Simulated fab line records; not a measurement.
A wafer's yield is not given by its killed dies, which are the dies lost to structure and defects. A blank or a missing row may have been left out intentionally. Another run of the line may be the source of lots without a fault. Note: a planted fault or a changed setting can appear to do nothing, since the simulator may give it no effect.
One fault seen from 2 desks ; flow berkeley-cmos170 ; numbers are kept per desk, each desk with only its own; the story behind them comes last

## TOOL OWNER'S DESK, pvd-sputter-04
The tool's own readings at UCB170_SILICIDE_SPUTTER_01 (material Ti, target thk 30 nm, time 25 s): means of the sampled wafers that have a number, for each lot that ran on this tool. If a lot's mean is further than 4 standard deviations from the usual mean, the lot is out of limits and carries the mark OUT (the distance appears in the brackets).
Columns: A = chamber-pressure-pa at UCB170_SILICIDE_SPUTTER_01, usual 0.5000 Pa; B = throttle-valve-pct at UCB170_SILICIDE_SPUTTER_01, usual 29.3 %
lot;first seen here;A;B
L954;day 7 23:32;0.4998;29.4
L957;day 8 17:20;0.4994;30.2
L962;day 9 15:51;0.5006;29.7
L966;day 10 01:07;0.4993;30.7
L971;day 10 21:20;0.5808 (+86) OUT;25.9
L972;day 10 21:53;0.5824 (+88) OUT;26.9
L974;day 11 21:34;0.5809 (+86) OUT;27.5
Finding of this desk: L971, L972, L974 out of limits; the first was L971 at day 10 21:20, on chamber-pressure-pa at UCB170_SILICIDE_SPUTTER_01. In limits: L954, L957, L962, L966.

## FROM THE METROLOGY DESK
Lot by lot, what the gauges showed, no matter which tool ran the lot: averages of those sampled wafers that carry a number. If a lot's mean is further than 4 standard deviations from the usual mean, the lot is out of limits and carries the mark OUT (the distance appears in the brackets).
Columns: A = SILICIDE_TI_RS at UCB170_SILICIDE_RS_MEAS_02, usual 26.0 ohm/sq; B = SILICIDE_TI_THK at UCB170_SILICIDE_THK_MEAS_03, usual 30.3 nm
lot;first seen here;A;B
L954;day 7 23:34;26.2;30.2
L955;day 8 00:12;25.7;30.5
L957;day 8 17:22;26.3;30.0
L958;day 9 03:35;26.1;30.1
L960;day 9 04:44;26.0;30.1
L963;day 9 15:28;26.1;30.2
L962;day 9 15:55;25.9;30.2
L965;day 10 00:47;25.8;30.5
L964;day 10 01:02;25.6;30.7
L966;day 10 01:10;26.5;30.1
L968;day 10 21:01;25.5;30.8
L971;day 10 21:24;27.2;29.2
L970;day 10 21:25;26.0;30.3
L972;day 10 21:56;27.0;29.5
L974;day 11 21:36;27.3;28.9 (-4.0) OUT
This desk's finding: out of limits on L974; first on L974, day 11 23:15 (SILICIDE_TI_THK at UCB170_SILICIDE_THK_MEAS_03). In limits: L954, L955, L957, L958, L960, L963, L962, L965, L964, L966, L968, L971, L970, L972.

## PUT TOGETHER
The tool owner's desk could have raised an alarm at day 10 21:20, on L971, L972, L974.
An alarm was possible from the metrology desk at day 11 23:15, on L974.
The metrology desk holds a record of L971, L972, inside its limits.
Of the lots named, all ran UCB170_SILICIDE_SPUTTER_01 on pvd-sputter-04.

## WHAT HAD BEEN PUT IN BY THE SIMULATOR
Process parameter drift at UCB170_SILICIDE_SPUTTER_01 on pvd-sputter-04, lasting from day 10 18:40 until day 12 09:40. Setting chamber-pressure-pa, moved by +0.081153, from 0.5. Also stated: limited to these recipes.
Lots struck among those shown: L971, L972, L974.
Hours from the fault's start to each desk's first reading out of limits: the tool owner's desk, 3; the metrology desk, 29.
